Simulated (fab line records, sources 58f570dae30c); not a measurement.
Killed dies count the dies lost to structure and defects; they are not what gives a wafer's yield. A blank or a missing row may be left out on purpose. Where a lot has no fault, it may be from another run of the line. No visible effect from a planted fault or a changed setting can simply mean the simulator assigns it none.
fab line records / flow berkeley_cmos170
record: lots: 7 wafers: 21 last_day: 13
route steps=331 shown ACTIVE@70 PFIELD@79
lots untouched by any fault: they come from a run of this same line in which no faults occurred
start_h: the number of hours between the record's first day and the start of the first shown wafer of the lot / wait_h: time in hours since the lot's previous step / " same as the row above / L1.1+2: several wafers, shown together as one row / - value missing, or start not given / * or withheld: withheld / < > ~ a bound
route shown NAME@n: names a module that has steps shown in the file, with the first one's number in the route / usual: mean/standard deviation of fault-free wafers / same: alike in all rows / chamber/n: place in a boat / sites: each site's reading / _std_site: standard deviation of those values / _edge_site: outer sites' mean less inner sites' / radius_mm: how far each site lies from the wafer's centre / mask NAME#n: copy n / behind: the tool/chamber that last shaped the wafer / hold: what put the lot on hold/how long, in hours/how the hold closed / device: whichever transistor did not switch (one of n, p or np) / end of line: the route-end tests of the same wafers / for a step that has no rows: nothing shown but its recipe / killed: dies lost to structure and defects at the first sort, not the wafer's yield / map: a wafer's dies, x killed, . not, _ none there
set.NAME: the setting as run; set.NAME@STEP: as run at that earlier step / model.NAME: the simulator's own value behind a step, which no gauge read
lots at some steps of the route; a table a step, a row a wafer
services: when a tool's chamber went out of use (start_h, in hours from the record's first day, below 0 if earlier), for how many hours, and the reason
== steps ==
step: UCB170_ACTIVE_EXPOSE_10
recipe: mask_id: ACTIVE target_cd_nm: 1200 na: 0.5 sigma_outer: 0.6 source_shape: conventional dose_mj: 20
step: UCB170_ACTIVE_PEB_11
recipe: peb_temp_c: 130 peb_time_s: withheld resist: KrF
step: UCB170_ACTIVE_DEVELOP_12
recipe: developer: TMAH develop_time_s: 45 resist: KrF dev_temp_c: 21
step: UCB170_ACTIVE_CD_MEAS_13
recipe: target_cd_nm: 1200
usual: cd_nm: 1199.7/1.3
lot.wafer=L218.2 tool=cd_sem-02 chamber=- start_h=128.86 wait_h=- cd_nm=1198.3
lot.wafer=L218.4 tool=cd_sem-02 chamber=- start_h=128.86 wait_h=- cd_nm=1198.2
lot.wafer=L218.5 tool=cd_sem-02 chamber=- start_h=128.86 wait_h=- cd_nm=1198.1
lot.wafer=L220.1 tool=cd_sem-01 chamber=- start_h=134.53 wait_h=- cd_nm=1199.3
lot.wafer=L220.3 tool=cd_sem-01 chamber=- start_h=134.53 wait_h=- cd_nm=1199.1
lot.wafer=L220.6 tool=cd_sem-01 chamber=- start_h=134.53 wait_h=- cd_nm=1199.5
lot.wafer=L227.1 tool=cd_sem-02 chamber=- start_h=156.37 wait_h=- cd_nm=1201.0
lot.wafer=L227.2 tool=cd_sem-02 chamber=- start_h=156.37 wait_h=- cd_nm=1201.7
lot.wafer=L227.6 tool=cd_sem-02 chamber=- start_h=156.37 wait_h=- cd_nm=1201.5
lot.wafer=L225.1 tool=cd_sem-01 chamber=- start_h=156.63 wait_h=- cd_nm=1201.6
lot.wafer=L225.4 tool=cd_sem-01 chamber=- start_h=156.63 wait_h=- cd_nm=1200.4
lot.wafer=L225.5 tool=cd_sem-01 chamber=- start_h=156.63 wait_h=- cd_nm=1200.5
lot.wafer=L229.1 tool=cd_sem-01 chamber=- start_h=176.57 wait_h=- cd_nm=1197.1
lot.wafer=L229.2 tool=cd_sem-01 chamber=- start_h=176.57 wait_h=- cd_nm=1198.5
lot.wafer=L229.4 tool=cd_sem-01 chamber=- start_h=176.57 wait_h=- cd_nm=1197.4
lot.wafer=L230.1 tool=cd_sem-02 chamber=- start_h=176.81 wait_h=- cd_nm=1201.6
lot.wafer=L230.3 tool=cd_sem-02 chamber=- start_h=176.81 wait_h=- cd_nm=1201.6
lot.wafer=L230.4 tool=cd_sem-02 chamber=- start_h=176.81 wait_h=- cd_nm=1200.4
lot.wafer=L233.2 tool=cd_sem-01 chamber=- start_h=201.39 wait_h=- cd_nm=1199.0
lot.wafer=L233.5 tool=cd_sem-01 chamber=- start_h=201.39 wait_h=- cd_nm=1200.0
lot.wafer=L233.6 tool=cd_sem-01 chamber=- start_h=201.39 wait_h=- cd_nm=1201.8
step: UCB170_ACTIVE_OVL_MEAS_14
usual: ACTIVE_OVL: -2/5.8
lot.wafer=L218.2 tool=overlay-01 chamber=- start_h=128.96 wait_h=0.1 ACTIVE_OVL[nm]=-3
lot.wafer=L218.4 tool=overlay-01 chamber=- start_h=128.96 wait_h=0.1 ACTIVE_OVL[nm]=-9
lot.wafer=L218.5 tool=overlay-01 chamber=- start_h=128.96 wait_h=0.1 ACTIVE_OVL[nm]=9
lot.wafer=L220.1 tool=overlay-02 chamber=- start_h=134.65 wait_h=0.1 ACTIVE_OVL[nm]=-6
lot.wafer=L220.3 tool=overlay-02 chamber=- start_h=134.65 wait_h=0.1 ACTIVE_OVL[nm]=-10
lot.wafer=L220.6 tool=overlay-02 chamber=- start_h=134.65 wait_h=0.1 ACTIVE_OVL[nm]=-6
lot.wafer=L227.1 tool=overlay-02 chamber=- start_h=156.49 wait_h=0.1 ACTIVE_OVL[nm]=4
lot.wafer=L227.2 tool=overlay-02 chamber=- start_h=156.49 wait_h=0.1 ACTIVE_OVL[nm]=-4
lot.wafer=L227.6 tool=overlay-02 chamber=- start_h=156.49 wait_h=0.1 ACTIVE_OVL[nm]=-8
lot.wafer=L225.1 tool=overlay-01 chamber=- start_h=156.75 wait_h=0.1 ACTIVE_OVL[nm]=-12
lot.wafer=L225.4 tool=overlay-01 chamber=- start_h=156.75 wait_h=0.1 ACTIVE_OVL[nm]=-2
lot.wafer=L225.5 tool=overlay-01 chamber=- start_h=156.75 wait_h=0.1 ACTIVE_OVL[nm]=-13
lot.wafer=L229.1 tool=overlay-01 chamber=- start_h=176.69 wait_h=0.1 ACTIVE_OVL[nm]=2
lot.wafer=L229.2 tool=overlay-01 chamber=- start_h=176.69 wait_h=0.1 ACTIVE_OVL[nm]=-4
lot.wafer=L229.4 tool=overlay-01 chamber=- start_h=176.69 wait_h=0.1 ACTIVE_OVL[nm]=-8
lot.wafer=L230.1 tool=overlay-02 chamber=- start_h=176.93 wait_h=0.1 ACTIVE_OVL[nm]=-4
lot.wafer=L230.3 tool=overlay-02 chamber=- start_h=176.93 wait_h=0.1 ACTIVE_OVL[nm]=8
lot.wafer=L230.4 tool=overlay-02 chamber=- start_h=176.93 wait_h=0.1 ACTIVE_OVL[nm]=1
lot.wafer=L233.2 tool=overlay-02 chamber=- start_h=201.49 wait_h=0.1 ACTIVE_OVL[nm]=-5
lot.wafer=L233.5 tool=overlay-02 chamber=- start_h=201.49 wait_h=0.1 ACTIVE_OVL[nm]=-5
lot.wafer=L233.6 tool=overlay-02 chamber=- start_h=201.49 wait_h=0.1 ACTIVE_OVL[nm]=-3
step: UCB170_ACTIVE_ETCH_15
recipe: chemistry: CH3F/Ar/O2 target: Si3N4 stop_on: SiO2 CH3F_flow_sccm: 20 Ar_flow_sccm: 50 O2_flow_sccm: 7 pressure_mtorr: 50 rf_w: 450 target_depth_a: 2420 over_etch_frac: 0.1 time_s: 151
usual: drypump_motor_current_A: 5.9/0.31 mfc_ar_sccm: 50.01/0.15 oes_product_au: 0.945/0.015 throttle_valve_pct: 8.09/0.091
lot.wafer=L218.2 tool=rie_diel-02 chamber=3 start_h=128.99 wait_h=0.0 drypump_motor_current_A=5.5 mfc_ar_sccm=49.96 oes_product_au=0.950 rf_hours_counter_h=15 throttle_valve_pct=8.12
lot.wafer=L218.4 tool=rie_diel-02 chamber=1 start_h=128.99 wait_h=0.0 drypump_motor_current_A=5.9 mfc_ar_sccm=50.11 oes_product_au=0.969 rf_hours_counter_h=8 throttle_valve_pct=8.11
lot.wafer=L218.5 tool=rie_diel-02 chamber=0 start_h=128.99 wait_h=0.0 drypump_motor_current_A=6.2 mfc_ar_sccm=49.97 oes_product_au=0.929 rf_hours_counter_h=- throttle_valve_pct=8.11
lot.wafer=L220.1 tool=rie_diel-03 chamber=1 start_h=134.69 wait_h=0.0 drypump_motor_current_A=6.0 mfc_ar_sccm=50.17 oes_product_au=0.924 rf_hours_counter_h=6 throttle_valve_pct=8.16
lot.wafer=L220.3 tool=rie_diel-03 chamber=3 start_h=134.69 wait_h=0.0 drypump_motor_current_A=5.4 mfc_ar_sccm=50.12 oes_product_au=0.940 rf_hours_counter_h=12 throttle_valve_pct=8.10
lot.wafer=L220.6 tool=rie_diel-03 chamber=1 start_h=134.69 wait_h=0.0 drypump_motor_current_A=6.0 mfc_ar_sccm=50.01 oes_product_au=0.916 rf_hours_counter_h=- throttle_valve_pct=8.16
lot.wafer=L227.1 tool=rie_diel-02 chamber=3 start_h=156.53 wait_h=0.0 drypump_motor_current_A=5.5 mfc_ar_sccm=50.03 oes_product_au=0.954 rf_hours_counter_h=16 throttle_valve_pct=8.13
lot.wafer=L227.2 tool=rie_diel-02 chamber=1 start_h=156.53 wait_h=0.0 drypump_motor_current_A=5.8 mfc_ar_sccm=50.07 oes_product_au=0.976 rf_hours_counter_h=9 throttle_valve_pct=8.11
lot.wafer=L227.6 tool=rie_diel-02 chamber=3 start_h=156.53 wait_h=0.0 drypump_motor_current_A=5.5 mfc_ar_sccm=50.02 oes_product_au=0.950 rf_hours_counter_h=- throttle_valve_pct=8.14
lot.wafer=L225.1 tool=rie_diel-01 chamber=3 start_h=156.79 wait_h=0.0 drypump_motor_current_A=6.3 mfc_ar_sccm=50.14 oes_product_au=0.944 rf_hours_counter_h=140 throttle_valve_pct=8.22
lot.wafer=L225.4 tool=rie_diel-01 chamber=1 start_h=156.79 wait_h=0.0 drypump_motor_current_A=5.6 mfc_ar_sccm=49.86 oes_product_au=0.958 rf_hours_counter_h=- throttle_valve_pct=8.10
lot.wafer=L225.5 tool=rie_diel-01 chamber=2 start_h=156.79 wait_h=0.0 drypump_motor_current_A=5.8 mfc_ar_sccm=49.86 oes_product_au=0.929 rf_hours_counter_h=- throttle_valve_pct=8.02
lot.wafer=L229.1 tool=rie_diel-03 chamber=3 start_h=176.73 wait_h=0.0 drypump_motor_current_A=5.4 mfc_ar_sccm=50.07 oes_product_au=0.942 rf_hours_counter_h=14 throttle_valve_pct=8.08
lot.wafer=L229.2 tool=rie_diel-03 chamber=0 start_h=176.73 wait_h=0.0 drypump_motor_current_A=6.2 mfc_ar_sccm=50.33 oes_product_au=0.945 rf_hours_counter_h=20 throttle_valve_pct=7.88
lot.wafer=L229.4 tool=rie_diel-03 chamber=2 start_h=176.73 wait_h=0.0 drypump_motor_current_A=5.7 mfc_ar_sccm=49.90 oes_product_au=0.959 rf_hours_counter_h=5 throttle_valve_pct=8.20
lot.wafer=L230.1 tool=rie_diel-02 chamber=0 start_h=176.97 wait_h=0.0 drypump_motor_current_A=6.2 mfc_ar_sccm=50.12 oes_product_au=0.925 rf_hours_counter_h=137 throttle_valve_pct=8.13
lot.wafer=L230.3 tool=rie_diel-02 chamber=3 start_h=176.97 wait_h=0.0 drypump_motor_current_A=5.5 mfc_ar_sccm=50.25 oes_product_au=0.945 rf_hours_counter_h=16 throttle_valve_pct=8.12
lot.wafer=L230.4 tool=rie_diel-02 chamber=2 start_h=176.97 wait_h=0.0 drypump_motor_current_A=5.6 mfc_ar_sccm=49.86 oes_product_au=0.968 rf_hours_counter_h=21 throttle_valve_pct=7.95
lot.wafer=L233.2 tool=rie_diel-01 chamber=3 start_h=201.52 wait_h=0.0 drypump_motor_current_A=6.3 mfc_ar_sccm=49.98 oes_product_au=0.946 rf_hours_counter_h=142 throttle_valve_pct=8.23
lot.wafer=L233.5 tool=rie_diel-01 chamber=0 start_h=201.52 wait_h=0.0 drypump_motor_current_A=6.3 mfc_ar_sccm=50.09 oes_product_au=0.929 rf_hours_counter_h=- throttle_valve_pct=8.11
lot.wafer=L233.6 tool=rie_diel-01 chamber=1 start_h=201.52 wait_h=0.0 drypump_motor_current_A=5.6 mfc_ar_sccm=49.83 oes_product_au=0.948 rf_hours_counter_h=- throttle_valve_pct=8.10
step: UCB170_ACTIVE_STRIP_16
recipe: chemistry: O2 power_w: 400 pressure_mtorr: 3500 platen_temp_c: withheld o2_flow_sccm: 400 overash_fraction: 0.5
usual: drypump_motor_current_A: 6.0/0.49 oes_product_au: 0.721/0.0045 strip_time_to_endpoint_s: 18.11/0.091
lot.wafer=L218.2 tool=plasma_asher-04 chamber=0 start_h=129.09 wait_h=0.1 drypump_motor_current_A=5.9 oes_product_au=0.720 rf_hours_counter_h=1 strip_time_to_endpoint_s=18.19
lot.wafer=L218.4 tool=plasma_asher-04 chamber=1 start_h=129.09 wait_h=0.1 drypump_motor_current_A=5.9 oes_product_au=0.729 rf_hours_counter_h=- strip_time_to_endpoint_s=18.21
lot.wafer=L218.5 tool=plasma_asher-04 chamber=1 start_h=129.09 wait_h=0.1 drypump_motor_current_A=5.9 oes_product_au=0.726 rf_hours_counter_h=- strip_time_to_endpoint_s=18.25
lot.wafer=L220.1 tool=plasma_asher-01 chamber=0 start_h=134.79 wait_h=0.1 drypump_motor_current_A=6.5 oes_product_au=0.717 rf_hours_counter_h=42 strip_time_to_endpoint_s=18.06
lot.wafer=L220.3 tool=plasma_asher-01 chamber=0 start_h=134.79 wait_h=0.1 drypump_motor_current_A=6.5 oes_product_au=0.717 rf_hours_counter_h=- strip_time_to_endpoint_s=18.02
lot.wafer=L220.6 tool=plasma_asher-01 chamber=0 start_h=134.79 wait_h=0.1 drypump_motor_current_A=6.5 oes_product_au=0.717 rf_hours_counter_h=- strip_time_to_endpoint_s=17.92
lot.wafer=L227.1 tool=plasma_asher-02 chamber=0 start_h=156.63 wait_h=0.1 drypump_motor_current_A=6.4 oes_product_au=0.724 rf_hours_counter_h=38 strip_time_to_endpoint_s=18.09
lot.wafer=L227.2 tool=plasma_asher-02 chamber=1 start_h=156.63 wait_h=0.1 drypump_motor_current_A=5.2 oes_product_au=0.723 rf_hours_counter_h=38 strip_time_to_endpoint_s=18.12
lot.wafer=L227.6 tool=plasma_asher-02 chamber=0 start_h=156.63 wait_h=0.1 drypump_motor_current_A=6.4 oes_product_au=0.723 rf_hours_counter_h=- strip_time_to_endpoint_s=18.12
lot.wafer=L225.1 tool=plasma_asher-04 chamber=1 start_h=156.89 wait_h=0.1 drypump_motor_current_A=5.9 oes_product_au=0.724 rf_hours_counter_h=4 strip_time_to_endpoint_s=18.15
lot.wafer=L225.4 tool=plasma_asher-04 chamber=1 start_h=156.89 wait_h=0.1 drypump_motor_current_A=5.9 oes_product_au=0.711 rf_hours_counter_h=- strip_time_to_endpoint_s=18.05
lot.wafer=L225.5 tool=plasma_asher-04 chamber=1 start_h=156.89 wait_h=0.1 drypump_motor_current_A=5.9 oes_product_au=0.718 rf_hours_counter_h=- strip_time_to_endpoint_s=18.08
lot.wafer=L229.1 tool=plasma_asher-02 chamber=0 start_h=176.83 wait_h=0.1 drypump_motor_current_A=6.5 oes_product_au=0.725 rf_hours_counter_h=40 strip_time_to_endpoint_s=18.04
lot.wafer=L229.2 tool=plasma_asher-02 chamber=1 start_h=176.83 wait_h=0.1 drypump_motor_current_A=5.2 oes_product_au=0.722 rf_hours_counter_h=40 strip_time_to_endpoint_s=18.00
lot.wafer=L229.4 tool=plasma_asher-02 chamber=1 start_h=176.83 wait_h=0.1 drypump_motor_current_A=5.2 oes_product_au=0.718 rf_hours_counter_h=- strip_time_to_endpoint_s=18.27
lot.wafer=L230.1 tool=plasma_asher-04 chamber=1 start_h=177.07 wait_h=0.1 drypump_motor_current_A=5.9 oes_product_au=0.726 rf_hours_counter_h=6 strip_time_to_endpoint_s=18.01
lot.wafer=L230.3 tool=plasma_asher-04 chamber=1 start_h=177.07 wait_h=0.1 drypump_motor_current_A=5.8 oes_product_au=0.722 rf_hours_counter_h=- strip_time_to_endpoint_s=17.99
lot.wafer=L230.4 tool=plasma_asher-04 chamber=0 start_h=177.07 wait_h=0.1 drypump_motor_current_A=5.9 oes_product_au=0.719 rf_hours_counter_h=- strip_time_to_endpoint_s=18.16
lot.wafer=L233.2 tool=plasma_asher-01 chamber=1 start_h=201.62 wait_h=0.1 drypump_motor_current_A=6.6 oes_product_au=0.722 rf_hours_counter_h=48 strip_time_to_endpoint_s=18.11
lot.wafer=L233.5 tool=plasma_asher-01 chamber=0 start_h=201.62 wait_h=0.1 drypump_motor_current_A=6.4 oes_product_au=0.723 rf_hours_counter_h=- strip_time_to_endpoint_s=18.10
lot.wafer=L233.6 tool=plasma_asher-01 chamber=1 start_h=201.62 wait_h=0.1 drypump_motor_current_A=6.6 oes_product_au=0.723 rf_hours_counter_h=- strip_time_to_endpoint_s=18.22
step: UCB170_ACTIVE_CD_MEAS_90
recipe: target_cd_nm: 1200
usual: cd_nm: 1199.7/1.3
lot.wafer=L218.2 tool=cd_sem-02 chamber=- start_h=129.21 wait_h=0.1 cd_nm=1198.0
lot.wafer=L218.4 tool=cd_sem-02 chamber=- start_h=129.21 wait_h=0.1 cd_nm=1198.3
lot.wafer=L218.5 tool=cd_sem-02 chamber=- start_h=129.21 wait_h=0.1 cd_nm=1197.7
lot.wafer=L220.1 tool=cd_sem-02 chamber=- start_h=134.89 wait_h=0.1 cd_nm=1199.3
lot.wafer=L220.3 tool=cd_sem-02 chamber=- start_h=134.89 wait_h=0.1 cd_nm=1199.1
lot.wafer=L220.6 tool=cd_sem-02 chamber=- start_h=134.89 wait_h=0.1 cd_nm=1199.9
lot.wafer=L227.1 tool=cd_sem-01 chamber=- start_h=156.75 wait_h=0.1 cd_nm=1201.5
lot.wafer=L227.2 tool=cd_sem-01 chamber=- start_h=156.75 wait_h=0.1 cd_nm=1202.3
lot.wafer=L227.6 tool=cd_sem-01 chamber=- start_h=156.75 wait_h=0.1 cd_nm=1201.7
lot.wafer=L225.1 tool=cd_sem-01 chamber=- start_h=156.99 wait_h=0.1 cd_nm=1201.3
lot.wafer=L225.4 tool=cd_sem-01 chamber=- start_h=156.99 wait_h=0.1 cd_nm=1201.0
lot.wafer=L225.5 tool=cd_sem-01 chamber=- start_h=156.99 wait_h=0.1 cd_nm=1200.5
lot.wafer=L229.1 tool=cd_sem-01 chamber=- start_h=176.93 wait_h=0.1 cd_nm=1197.1
lot.wafer=L229.2 tool=cd_sem-01 chamber=- start_h=176.93 wait_h=0.1 cd_nm=1198.8
lot.wafer=L229.4 tool=cd_sem-01 chamber=- start_h=176.93 wait_h=0.1 cd_nm=1198.0
lot.wafer=L230.1 tool=cd_sem-02 chamber=- start_h=177.17 wait_h=0.1 cd_nm=1201.4
lot.wafer=L230.3 tool=cd_sem-02 chamber=- start_h=177.17 wait_h=0.1 cd_nm=1201.6
lot.wafer=L230.4 tool=cd_sem-02 chamber=- start_h=177.17 wait_h=0.1 cd_nm=1200.3
lot.wafer=L233.2 tool=cd_sem-02 chamber=- start_h=201.74 wait_h=0.1 cd_nm=1198.9
lot.wafer=L233.5 tool=cd_sem-02 chamber=- start_h=201.74 wait_h=0.1 cd_nm=1200.3
lot.wafer=L233.6 tool=cd_sem-02 chamber=- start_h=201.74 wait_h=0.1 cd_nm=1202.0
step: UCB170_ACTIVE_CLEAN_17
recipe: chemistry: SPM temp_c: 120 time_s: 600
step: UCB170_PFIELD_HMDS_00
recipe: prime_time_s: 60 prime_temp_c: 100
step: UCB170_PFIELD_COAT_01
recipe: resist: KrF spin_rpm: 1500 resist_thk_nm: 900
step: UCB170_PFIELD_SOFTBAKE_02
recipe: resist: KrF temp_c: 130 time_s: 60
step: UCB170_PFIELD_EXPOSE_03
recipe: mask_id: PFIELD na: 0.5 sigma_outer: 0.6 source_shape: conventional target_cd_nm: 1500 dose_mj: 30.49
usual: exposure_dose_mJ_cm2: 30.50/0.032 focus_offset_nm: -0.1/0.5
lot.wafer=L218.2 tool=krf_scanner-02 chamber=0 start_h=130.21 wait_h=0.1 mask=PFIELD#0 exposure_dose_mJ_cm2=30.48 focus_offset_nm=-0.1
lot.wafer=L218.4 tool=krf_scanner-02 chamber=0 start_h=130.21 wait_h=0.1 mask=PFIELD#0 exposure_dose_mJ_cm2=30.47 focus_offset_nm=-0.6
lot.wafer=L218.5 tool=krf_scanner-02 chamber=0 start_h=130.21 wait_h=0.1 mask=PFIELD#0 exposure_dose_mJ_cm2=30.49 focus_offset_nm=-0.3
lot.wafer=L220.1 tool=krf_scanner-01 chamber=0 start_h=136.05 wait_h=0.1 mask=PFIELD#0 exposure_dose_mJ_cm2=30.48 focus_offset_nm=0.6
lot.wafer=L220.3 tool=krf_scanner-01 chamber=0 start_h=136.05 wait_h=0.1 mask=PFIELD#0 exposure_dose_mJ_cm2=30.45 focus_offset_nm=1.0
lot.wafer=L220.6 tool=krf_scanner-01 chamber=0 start_h=136.05 wait_h=0.1 mask=PFIELD#0 exposure_dose_mJ_cm2=30.49 focus_offset_nm=0.1
lot.wafer=L227.1 tool=krf_scanner-02 chamber=0 start_h=158.12 wait_h=0.3 mask=PFIELD#0 exposure_dose_mJ_cm2=30.52 focus_offset_nm=-0.2
lot.wafer=L227.2 tool=krf_scanner-02 chamber=0 start_h=158.12 wait_h=0.3 mask=PFIELD#0 exposure_dose_mJ_cm2=30.50 focus_offset_nm=0.1
lot.wafer=L227.6 tool=krf_scanner-02 chamber=0 start_h=158.12 wait_h=0.3 mask=PFIELD#0 exposure_dose_mJ_cm2=30.44 focus_offset_nm=-0.1
lot.wafer=L225.1 tool=krf_scanner-02 chamber=- start_h=158.24 wait_h=0.4 mask=PFIELD#0 exposure_dose_mJ_cm2=- focus_offset_nm=-
lot.wafer=L225.4 tool=krf_scanner-02 chamber=- start_h=158.24 wait_h=0.4 mask=PFIELD#0 exposure_dose_mJ_cm2=- focus_offset_nm=-
lot.wafer=L225.5 tool=krf_scanner-02 chamber=- start_h=158.24 wait_h=0.4 mask=PFIELD#0 exposure_dose_mJ_cm2=- focus_offset_nm=-
lot.wafer=L229.1 tool=krf_scanner-01 chamber=- start_h=177.80 wait_h=0.2 mask=PFIELD#0 exposure_dose_mJ_cm2=- focus_offset_nm=-
lot.wafer=L229.2 tool=krf_scanner-01 chamber=- start_h=177.80 wait_h=0.2 mask=PFIELD#0 exposure_dose_mJ_cm2=- focus_offset_nm=-
lot.wafer=L229.4 tool=krf_scanner-01 chamber=- start_h=177.80 wait_h=0.2 mask=PFIELD#0 exposure_dose_mJ_cm2=- focus_offset_nm=-
lot.wafer=L230.1 tool=krf_scanner-02 chamber=- start_h=178.04 wait_h=0.2 mask=PFIELD#0 exposure_dose_mJ_cm2=- focus_offset_nm=-
lot.wafer=L230.3 tool=krf_scanner-02 chamber=- start_h=178.04 wait_h=0.2 mask=PFIELD#0 exposure_dose_mJ_cm2=- focus_offset_nm=-
lot.wafer=L230.4 tool=krf_scanner-02 chamber=- start_h=178.04 wait_h=0.2 mask=PFIELD#0 exposure_dose_mJ_cm2=- focus_offset_nm=-
lot.wafer=L233.2 tool=krf_scanner-02 chamber=0 start_h=202.81 wait_h=0.3 mask=PFIELD#0 exposure_dose_mJ_cm2=30.44 focus_offset_nm=-1.0
lot.wafer=L233.5 tool=krf_scanner-02 chamber=0 start_h=202.81 wait_h=0.3 mask=PFIELD#0 exposure_dose_mJ_cm2=30.47 focus_offset_nm=-1.0
lot.wafer=L233.6 tool=krf_scanner-02 chamber=0 start_h=202.81 wait_h=0.3 mask=PFIELD#0 exposure_dose_mJ_cm2=30.47 focus_offset_nm=-0.3
step: UCB170_PFIELD_PEB_04
recipe: peb_temp_c: 130 peb_time_s: withheld resist: KrF
== services ==
tool=plasma_asher-04 chamber=- start_h=108.75 hours=9.0 kind=pm
tool=plasma_asher-04 chamber=0 start_h=108.75 hours=9.0 kind=vent_cycle
tool=plasma_asher-04 chamber=1 start_h=108.75 hours=9.0 kind=vent_cycle
tool=plasma_asher-04 chamber=0 start_h=117.75 hours=- kind=clean
tool=plasma_asher-04 chamber=1 start_h=117.75 hours=- kind=clean
tool=krf_scanner-02 chamber=0 start_h=125.97 hours=- kind=calibration
tool=krf_scanner-02 chamber=- start_h=128.11 hours=1.0 kind=pm
tool=rie_diel-01 chamber=0 start_h=131.05 hours=- kind=clean
tool=rie_diel-01 chamber=0 start_h=131.05 hours=26.6 kind=scheduled_down
tool=rie_diel-01 chamber=0 start_h=131.05 hours=26.6 kind=vent_cycle
tool=plasma_asher-02 chamber=- start_h=137.13 hours=1.6 kind=repair
tool=krf_scanner-01 chamber=- start_h=138.76 hours=5.7 kind=repair
tool=krf_scanner-01 chamber=- start_h=144.44 hours=1.0 kind=pm
tool=krf_scanner-01 chamber=- start_h=145.44 hours=1.3 kind=pm
tool=krf_scanner-02 chamber=- start_h=146.74 hours=0.8 kind=pm
tool=rie_diel-03 chamber=2 start_h=157.23 hours=14.8 kind=repair
tool=krf_scanner-01 chamber=- start_h=159.35 hours=0.8 kind=pm
tool=rie_diel-02 chamber=3 start_h=160.96 hours=4.6 kind=repair
tool=krf_scanner-01 chamber=0 start_h=189.37 hours=- kind=calibration
tool=krf_scanner-01 chamber=- start_h=192.26 hours=1.3 kind=repair
tool=krf_scanner-02 chamber=- start_h=197.38 hours=1.3 kind=pm
== key ==
first_sign: step: UCB170_PFIELD_EXPOSE_03 reading: tool_record direction: missing
effect none on later readings
met_at UCB170_PFIELD_EXPOSE_03
struck_wafers L225.1,L225.4,L225.5,L229.1,L229.2,L229.4,L230.1,L230.3,L230.4
sort_left_out L225.1,L225.4,L225.5,L229.1,L229.2,L229.4,L230.1,L230.3,L230.4
tester_left_out L225,L229,L230
onset_between 158.12 158.24
fault: kind: skipped_step_whole tool: krf_scanner-01,krf_scanner-02 chamber: - onset_h: 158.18 steps: UCB170_PFIELD_EXPOSE_03 scope: struck_lots_only
tester_left_out: of these lots the tester's yield and bins aren't shown, on N5 and GAA mostly nor the transistor test; their killed dies are dies lost to structure and defects alone, not to doping, threshold or leakage, so they don't give the yield
sort_left_out: the simulated sort isn't trusted on such a fault, so these wafers' sort isn't shown, and their yield isn't known
